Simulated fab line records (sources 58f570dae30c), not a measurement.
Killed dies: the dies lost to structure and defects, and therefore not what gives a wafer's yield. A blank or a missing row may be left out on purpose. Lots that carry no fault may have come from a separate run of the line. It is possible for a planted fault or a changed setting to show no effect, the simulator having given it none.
Which tool was responsible? -- flow berkeley-cmos170 -- Sampling: 14 lots, 42 wafers, 7 of 331 route steps

WHAT THE GAUGES SHOWED, per wafer
UCB170_FIELD_THK_MEAS_02. Usual: FIELD_OXIDE_THK typically reads 563 nm, with standard deviation 11.
lot,measured,on,FIELD_OXIDE_THK (nm),flag
L512,day 5 00:25,film-metro-04,562 561 566,
L513,day 5 00:22,film-metro-01,560 569 549,
L516,day 5 12:52,film-metro-01,567 568 572,
L517,day 5 12:52,film-metro-03,554 559 562,
L519,day 6 03:38,film-metro-03,573 562 578,
L520,day 6 12:17,film-metro-03,561 569 564,
L522,day 6 20:24,film-metro-04,553 545 559,
L523,day 7 06:00,film-metro-03,561 561 565,
L524,day 7 06:00,film-metro-01,572 579 576,
L525,day 7 18:21,film-metro-01,844 843 833,OFF
L526,day 7 21:48,film-metro-01,865 880 859,OFF
L527,day 7 17:07,film-metro-03,566 569 560,
L534,day 9 14:29,film-metro-01,546 561 560,
L535,day 9 14:29,film-metro-04,565 561 568,

UCB170_FIELD_THK_MEAS_90. Usual: FIELD_OXIDE_LEFT_1_THK typically reads 446 nm, with standard deviation 11.
lot,measured,on,FIELD_OXIDE_LEFT_1_THK (nm),flag
L512,day 5 09:05,film-metro-03,446 444 449,
L513,day 5 09:05,film-metro-04,443 452 432,
L516,day 5 19:10,film-metro-03,451 452 456,
L517,day 5 19:11,film-metro-01,437 443 445,
L519,day 6 11:37,film-metro-04,456 445 461,
L520,day 6 19:57,film-metro-04,444 452 448,
L522,day 7 06:21,film-metro-01,435 425 441,
L523,day 7 12:32,film-metro-04,444 444 448,
L524,day 7 12:32,film-metro-01,456 462 459,
L525,day 8 00:56,film-metro-03,728 726 716,OFF
L526,day 8 04:29,film-metro-04,747 762 741,OFF
L527,day 8 00:56,film-metro-01,449 453 443,
L534,day 9 23:39,film-metro-03,429 445 444,
L535,day 9 23:39,film-metro-01,447 443 451,

UCB170_FIELD_THK_MEAS_91. Usual: FIELD_OXIDE_LEFT_2_THK typically reads 358 nm, with standard deviation 11.
lot,measured,on,FIELD_OXIDE_LEFT_2_THK (nm),flag
L512,day 6 00:29,film-metro-03,358 355 360,
L513,day 6 00:15,film-metro-04,355 364 344,
L516,day 6 11:57,film-metro-01,363 364 368,
L517,day 6 11:52,film-metro-03,349 354 357,
L519,day 7 08:11,film-metro-03,367 356 373,
L520,day 7 12:26,film-metro-03,356 363 360,
L522,day 7 23:08,film-metro-03,346 338 353,
L523,day 8 07:09,film-metro-03,355 355 360,
L524,day 8 06:53,film-metro-03,367 374 371,
L525,day 8 11:33,film-metro-04,639 638 629,OFF
L526,day 8 20:30,film-metro-03,660 673 653,OFF
L527,day 8 21:08,film-metro-01,361 365 356,
L534,day 10 14:26,film-metro-01,341 357 356,
L535,day 10 14:22,film-metro-04,359 354 362,

UCB170_NSD_CD_MEAS_06: target cd 1200 nm. Usual: cd-nm reads 1200.1 nm (standard deviation 1.3).
lot,measured,on,cd-nm (nm),flag
L512,day 7 08:23,cd-sem-02,1197.9 1198.1 1199.6,
L513,day 7 08:07,cd-sem-01,1198.9 1199.9 1198.0,
L516,day 7 14:22,cd-sem-01,1199.6 1199.7 1200.0,
L517,day 7 14:39,cd-sem-02,1198.1 1199.1 1200.0,
L519,day 8 09:27,cd-sem-02,1200.8 1199.9 1200.0,
L520,day 8 15:08,cd-sem-01,1201.7 1200.2 1199.9,
L522,day 9 03:18,cd-sem-02,1199.6 1200.3 1200.8,
L523,day 9 09:38,cd-sem-01,1199.0 1199.5 1199.6,
L524,day 9 09:55,cd-sem-02,1204.1 1202.2 1205.1,
L525,day 9 14:18,cd-sem-02,1202.5 1202.3 1202.3,
L526,day 10 04:45,cd-sem-01,1200.8 1200.4 1199.6,
L527,day 10 05:38,cd-sem-02,1200.3 1199.3 1198.8,
L534,day 11 16:56,cd-sem-02,1201.6 1200.8 1199.9,
L535,day 11 17:17,cd-sem-01,1200.5 1199.8 1199.5,

UCB170_M2_CD_MEAS_15: target cd 700 nm. Usual: cd-nm reads 700.2 nm (standard deviation 1.5).
lot,measured,on,cd-nm (nm),flag
L512,day 8 03:35,cd-sem-02,702.9 703.8 703.2,
L513,day 8 05:52,cd-sem-02,699.7 698.2 698.4,
L516,day 8 10:54,cd-sem-01,700.5 698.9 699.8,
L517,day 8 11:13,cd-sem-02,701.2 700.8 700.8,
L519,day 9 05:08,cd-sem-01,701.9 700.6 700.4,
L520,day 9 11:08,cd-sem-02,699.8 701.5 699.7,
L522,day 10 00:25,cd-sem-01,700.4 701.6 701.6,
L523,day 10 06:23,cd-sem-01,699.9 700.5 702.0,
L524,day 10 06:11,cd-sem-02,698.6 698.1 700.2,
L525,day 10 13:27,cd-sem-02,698.4 698.0 698.0,
L526,day 11 05:05,cd-sem-01,699.1 698.4 697.9,
L527,day 11 05:38,cd-sem-02,702.0 700.9 701.5,
L534,day 12 11:49,cd-sem-01,702.4 701.7 702.5,
L535,day 12 14:41,cd-sem-01,700.4 701.0 701.0,

WHAT TOOL EACH LOT RAN ON (gives the tool, then ch and the chambers of the sampled wafers, and finally the start)
lot,UCB170_FIELD_OXIDATION_01,UCB170_SILICIDE_RTA_04
L512,"furnace-04 ch 0, day 4 21:20","rtp-anneal-02 ch 0, day 7 12:05"
L513,"furnace-04 ch 0, day 4 21:20","rtp-anneal-02 ch 0, day 7 12:29"
L516,"furnace-02 ch 0, day 5 09:50","rtp-anneal-02 ch 0, day 7 16:44"
L517,"furnace-02 ch 0, day 5 09:50","rtp-anneal-01 ch 0, day 7 16:53"
L519,"furnace-04 ch 0, day 6 00:38","rtp-anneal-01 ch 0, day 8 11:55"
L520,"furnace-02 ch 0, day 6 09:17","rtp-anneal-01 ch 0, day 8 17:32"
L522,"furnace-03 ch 0, day 6 17:24","rtp-anneal-02 ch 0, day 9 05:34"
L523,"furnace-03 ch 0, day 7 03:00","rtp-anneal-02 ch 0, day 9 11:59"
L524,"furnace-03 ch 0, day 7 03:00","rtp-anneal-01 ch 0, day 9 12:28"
L525,"furnace-02 ch 0, day 7 10:38","rtp-anneal-01 ch 0, day 9 17:46"
L526,"furnace-03 ch 0, day 7 14:07","rtp-anneal-01 ch 0, day 10 07:21"
L527,"furnace-03 ch 0, day 7 14:07","rtp-anneal-02 ch 0, day 10 07:53"
L534,"furnace-04 ch 0, day 9 11:29","rtp-anneal-01 ch 0, day 11 19:32"
L535,"furnace-04 ch 0, day 9 11:29","rtp-anneal-02 ch 0, day 11 19:52"
- UCB170_FIELD_OXIDATION_01: target thk 558.3 nm, ox time 7200 s.
- UCB170_SILICIDE_RTA_04: time 15 s.

WHAT THE TOOLS THEMSELVES READ (means of the sampled wafers that have a number; where no wafer has one, the mark that the record gives instead)
UCB170_FIELD_OXIDATION_01. Usual: ox-temp-c-max 1003.9, standard deviation 0.74; spike-tc-centre-C 1002.5 C, standard deviation 1.1; tube_center_temp_C_max 1002.6, standard deviation 0.43; zone-power-centre-pct 48.0 %, standard deviation 1.8; zone-power-load-pct 30 %, standard deviation 4.1; zone-power-source-pct 37.7 %, standard deviation 1.7.
lot,tool,ox-temp-c-max,spike-tc-centre-C (C),tube_center_temp_C_max,zone-power-centre-pct (%),zone-power-load-pct (%),zone-power-source-pct (%),flag
L512,furnace-04,1004.1,1002.5,1002.5,48.8,26,37.6,
L513,furnace-04,1004.0,1003.6,1002.6,49.1,26,38.1,
L516,furnace-02,1003.7,1002.9,1002.8,44.9,36,35.1,
L517,furnace-02,1004.3,1002.1,1002.3,44.5,36,35.0,
L519,furnace-04,1004.0,1002.8,1003.0,49.0,26,38.0,
L520,furnace-02,1003.7,1000.8,1002.9,44.8,35,35.1,
L522,furnace-03,1003.8,1002.3,1001.9,49.3,32,39.3,
L523,furnace-03,1003.9,1001.5,1002.6,49.3,32,40.2,
L524,furnace-03,1003.2,1003.0,1002.6,48.6,33,40.2,
L525,furnace-02,1003.9,1002.5,1002.5,44.4,36,35.2,
L526,furnace-03,1004.3,1002.9,1002.5,49.1,32,40.0,
L527,furnace-03,1004.1,1002.9,1002.1,49.1,32,39.5,
L534,furnace-04,1003.5,1002.8,1002.7,48.5,26,37.8,
L535,furnace-04,1003.8,1003.2,1002.3,48.3,26,37.5,

UCB170_SILICIDE_RTA_04. Usual: lamp-power-pct 10.0 %, standard deviation 1.2; wafer_temp_C_max 652.5, standard deviation 0.58.
lot,tool,lamp-power-pct (%),wafer_temp_C_max,flag
L512,rtp-anneal-02,8.7,653.4,
L513,rtp-anneal-02,8.7,653.3,
L516,rtp-anneal-02,8.7,652.4,
L517,rtp-anneal-01,11.0,652.8,
L519,rtp-anneal-01,11.0,652.0,
L520,rtp-anneal-01,11.0,652.1,
L522,rtp-anneal-02,8.7,653.0,
L523,rtp-anneal-02,8.7,652.5,
L524,rtp-anneal-01,11.0,652.4,
L525,rtp-anneal-01,11.0,652.9,
L526,rtp-anneal-01,11.0,653.3,
L527,rtp-anneal-02,8.7,652.1,
L534,rtp-anneal-01,11.0,652.6,
L535,rtp-anneal-02,8.7,653.2,

THE ANSWER, worked out from the rows above alone
Rule: lot off if the mean of its wafers having a number is beyond 3 standard deviations from the usual mean. Also off: a lot with no number at a reading for which 4 or more lots have one. Where the step has rows for the other lots, those lots are counted as sound. Order of review: gauges by route order, followed by the tools' own readings, for which a lot's mean as printed above is used. At the first step where some lot is off, the reading lying furthest off is the one used; lots without a number count as furthest.
Off: L525, L526, seen at UCB170_FIELD_THK_MEAS_02 (FIELD_OXIDE_THK).
If a tool, at a process step before that reading, ran all the lots that are off and no sound lot after the first of them, it fits. The gauges at UCB170_FIELD_THK_MEAS_02 aren't tried: what is off there is off at UCB170_FIELD_THK_MEAS_90 too, on other tools, and a gauge's error can't cause that. None of those tried fits.

WHAT HAD BEEN PUT IN BY THE SIMULATOR
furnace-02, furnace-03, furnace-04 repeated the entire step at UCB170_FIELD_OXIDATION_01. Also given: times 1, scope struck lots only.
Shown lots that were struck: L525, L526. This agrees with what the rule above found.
